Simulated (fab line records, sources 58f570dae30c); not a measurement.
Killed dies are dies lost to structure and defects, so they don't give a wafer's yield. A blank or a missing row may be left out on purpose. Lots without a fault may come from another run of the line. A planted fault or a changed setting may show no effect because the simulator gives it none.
Which tool did it? | flow berkeley_cmos170 | 15 lots, 45 wafers sampled, at 5 steps of a route of 331

WHAT THE GAUGES READ, wafer by wafer
UCB170_NVT_TW_MEAS_09.
lot  | measured     | on            | NVT_TW
L105 | day 6 01:26  | film_metro-02 | 518 521 522
L107 | day 7 03:28  | film_metro-04 | 533 533 532
L109 | day 7 10:37  | film_metro-02 | 521 521 525
L108 | day 7 10:52  | film_metro-02 | 524 525 521
L110 | day 7 11:09  | film_metro-04 | 533 534 530
L119 | day 9 05:19  | film_metro-01 | 493 487 490
L115 | day 9 06:04  | film_metro-01 | 488 492 493
L120 | day 9 06:19  | film_metro-01 | 530 530 530
L116 | day 9 06:22  | film_metro-02 | 478 480 476
L122 | day 9 20:45  | film_metro-04 | 529 529 530
L121 | day 9 21:16  | film_metro-01 | 530 527 530
L124 | day 10 07:37 | film_metro-01 | 532 527 529
L125 | day 10 19:01 | film_metro-04 | 529 530 528
L127 | day 11 05:37 | film_metro-01 | 529 527 528
L128 | day 11 06:07 | film_metro-04 | 535 532 533

UCB170_PLDD_OVL_MEAS_07.
lot  | measured     | on         | PLDD_OVL (nm)
L105 | day 7 04:28  | overlay-01 | 8 -5 -4
L107 | day 7 22:03  | overlay-01 | -7 1 1
L109 | day 8 07:51  | overlay-01 | -5 -1 2
L108 | day 8 07:36  | overlay-02 | -6 -4 0
L110 | day 8 07:20  | overlay-02 | 3 3 2
L119 | day 10 00:07 | overlay-01 | -7 -1 -3
L115 | day 10 00:48 | overlay-02 | -3 5 4
L120 | day 10 01:54 | overlay-01 | -7 2 -2
L116 | day 10 01:18 | overlay-01 | -3 2 -2
L122 | day 10 20:55 | overlay-02 | 6 6 7
L121 | day 10 21:07 | overlay-02 | -6 -10 -3
L124 | day 11 07:53 | overlay-01 | 10 -2 8
L125 | day 11 16:14 | overlay-02 | -17 -11 -15
L127 | day 12 02:07 | overlay-02 | -4 -7 1
L128 | day 12 01:53 | overlay-01 | 6 -2 -2

UCB170_PSD_CD_MEAS_06: target cd 1200 nm.
lot  | measured     | on        | cd_nm (nm)
L105 | day 7 16:18  | cd_sem-02 | 1200.1 1199.6 1199.5
L107 | day 8 07:16  | cd_sem-02 | 1198.6 1201.7 1200.2
L109 | day 8 17:31  | cd_sem-02 | 1198.3 1199.0 1200.3
L108 | day 8 17:16  | cd_sem-02 | 1199.8 1199.6 1199.7
L110 | day 8 17:00  | cd_sem-02 | 1198.0 1199.7 1197.3
L119 | day 10 12:01 | cd_sem-02 | 1199.0 1197.6 1198.3
L115 | day 10 12:19 | cd_sem-02 | 1200.0 1201.3 1200.1
L120 | day 10 13:01 | cd_sem-01 | 1199.6 1198.8 1198.7
L116 | day 10 12:29 | cd_sem-02 | 1198.1 1199.6 1199.9
L122 | day 11 09:43 | cd_sem-02 | 1202.5 1201.7 1201.5
L121 | day 11 09:53 | cd_sem-02 | 1197.6 1200.6 1200.5
L124 | day 11 19:47 | cd_sem-01 | 1198.5 1200.0 1197.9
L125 | day 12 02:59 | cd_sem-02 | 1201.1 1201.3 1200.1
L127 | day 12 13:28 | cd_sem-02 | 1201.5 1201.6 1201.1
L128 | day 12 13:12 | cd_sem-01 | 1199.7 1202.3 1198.7

WHICH TOOL RAN EACH LOT (tool, then ch and the chambers of the sampled wafers, then the start)
lot  | UCB170_NVT_IMPLANT_07           | UCB170_PLDD_STRIP_10
L105 | implanter-02 ch 0, day 6 01:12  | plasma_asher-04 ch 0,1, day 7 04:48
L107 | implanter-02 ch 0, day 7 03:13  | plasma_asher-02 ch 1, day 7 22:23
L109 | implanter-01 ch 0, day 7 10:22  | plasma_asher-02 ch 0,1, day 8 08:11
L108 | implanter-04 ch 0, day 7 10:37  | plasma_asher-04 ch 0,1, day 8 07:56
L110 | implanter-02 ch 0, day 7 10:54  | plasma_asher-01 ch 0,1, day 8 07:40
L119 | implanter-04 ch 0, day 9 05:04  | plasma_asher-04 ch 0,1, day 10 00:27
L115 | implanter-04 ch 0, day 9 05:49  | plasma_asher-02 ch 0,1, day 10 01:08
L120 | implanter-02 ch 0, day 9 06:04  | plasma_asher-02 ch 0,1, day 10 02:20
L116 | implanter-04 ch 0, day 9 06:08  | plasma_asher-01 ch 0,1, day 10 01:38
L122 | implanter-02 ch 0, day 9 20:32  | plasma_asher-02 ch 0,1, day 10 21:16
L121 | implanter-01 ch 0, day 9 20:43  | plasma_asher-04 ch 0,1, day 10 21:27
L124 | implanter-02 ch 0, day 10 07:23 | plasma_asher-02 ch 0,1, day 11 08:13
L125 | implanter-02 ch 0, day 10 18:47 | plasma_asher-01 ch 0,1, day 11 16:36
L127 | implanter-02 ch 0, day 11 05:23 | plasma_asher-02 ch 0,1, day 12 02:27
L128 | implanter-01 ch 0, day 11 05:52 | plasma_asher-04 ch 0,1, day 12 02:13
- UCB170_NVT_IMPLANT_07
- UCB170_PLDD_STRIP_10: strips in O2.

WHAT THE TOOLS THEMSELVES READ (means of the sampled wafers that have a number; where no wafer has one, the mark that the record gives instead)
UCB170_NVT_IMPLANT_07.
lot  | tool         | dose_ions_cm2 | faraday_current_uA
L105 | implanter-02 | 3e+12         | 9.48
L107 | implanter-02 | 3e+12         | 9.70
L109 | implanter-01 | 3e+12         | 9.64
L108 | implanter-04 | 3e+12         | 9.50
L110 | implanter-02 | 3e+12         | 9.52
L119 | implanter-04 | 2e+12         | 7.50
L115 | implanter-04 | 2e+12         | 7.33
L120 | implanter-02 | 3e+12         | 9.50
L116 | implanter-04 | 2e+12         | 7.35
L122 | implanter-02 | 3e+12         | 9.43
L121 | implanter-01 | 3e+12         | 9.60
L124 | implanter-02 | 3e+12         | 9.44
L125 | implanter-02 | 3e+12         | 9.64
L127 | implanter-02 | 3e+12         | 9.50
L128 | implanter-01 | 3e+12         | 9.60

UCB170_PLDD_STRIP_10.
lot  | tool            | drypump_motor_current_A (A) | oes_product_au (a.u.) | strip_time_to_endpoint_s (s)
L105 | plasma_asher-04 | 5.7                         | 0.737                 | 21.62
L107 | plasma_asher-02 | 5.8                         | 0.739                 | 21.57
L109 | plasma_asher-02 | 6.0                         | 0.728                 | 21.68
L108 | plasma_asher-04 | 5.7                         | 0.736                 | 21.57
L110 | plasma_asher-01 | 6.0                         | 0.736                 | 21.57
L119 | plasma_asher-04 | 5.7                         | 0.736                 | 21.59
L115 | plasma_asher-02 | 6.3                         | 0.736                 | 21.61
L120 | plasma_asher-02 | 6.0                         | 0.729                 | 21.58
L116 | plasma_asher-01 | 6.1                         | 0.736                 | 21.60
L122 | plasma_asher-02 | 6.0                         | 0.734                 | 21.66
L121 | plasma_asher-04 | 5.7                         | 0.731                 | 21.70
L124 | plasma_asher-02 | 6.0                         | 0.738                 | 21.58
L125 | plasma_asher-01 | 5.7                         | 0.736                 | 21.58
L127 | plasma_asher-02 | 6.0                         | 0.739                 | 21.66
L128 | plasma_asher-04 | 5.8                         | 0.732                 | 21.61

THE ANSWER, worked out from the rows above alone
Rule: what is usual is taken from the lots themselves. Put in order of their means at a reading, lots are off if they are a third of the lots or fewer, leave a main group of 4 or more, and stand apart from it by a gap of 3 or more times the standard deviation of the main group's means; of several such gaps the widest counts. A main group whose means are all the same, to the digits that the tables above print for the reading, isn't used. A lot without any number at a reading at which 4 lots or more have one is off too. The other lots that the step has rows for count as sound. The gauges are gone through in route order, then the tools' own readings, and for those a lot's mean is taken as printed above. The first step at which some lot is off is used, and at that step the reading that is off furthest; a lot without a number counts as furthest.
Off: L119, L115, L116, at UCB170_NVT_TW_MEAS_09 (NVT_TW). The main group: mean 528, standard deviation 4.
A tool fits if, at a process step before that reading, it ran every lot that is off, and no sound lot after the first of them. The gauges at UCB170_NVT_TW_MEAS_09 aren't tried: what is off there is off at UCB170_NVT_IMPLANT_07 too, on other tools, and a gauge's error can't cause that. One fits: implanter-04 at UCB170_NVT_IMPLANT_07. Its last sound lot is L108 (day 7 10:37), its first lot that is off L119 (day 9 05:04): a fault that began between those two fits.
The tool's own readings at UCB170_NVT_IMPLANT_07 bear it out: on the lots that are off they differ by more than 5 times the standard deviation of the sound lots' means. dose_ions_cm2 reads 2e+12 there against 3e+12 on the sound lots; faraday_current_uA reads 7.39 there against 9.55 on the sound lots.

WHAT THE SIMULATOR HAD PUT IN
Process parameter drift: implanter-04, from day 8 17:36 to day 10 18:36, at UCB170_NVT_IMPLANT_07. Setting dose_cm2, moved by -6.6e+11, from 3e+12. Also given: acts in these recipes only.
Lots struck among those shown: L119, L115, L116. The rule above found the same.
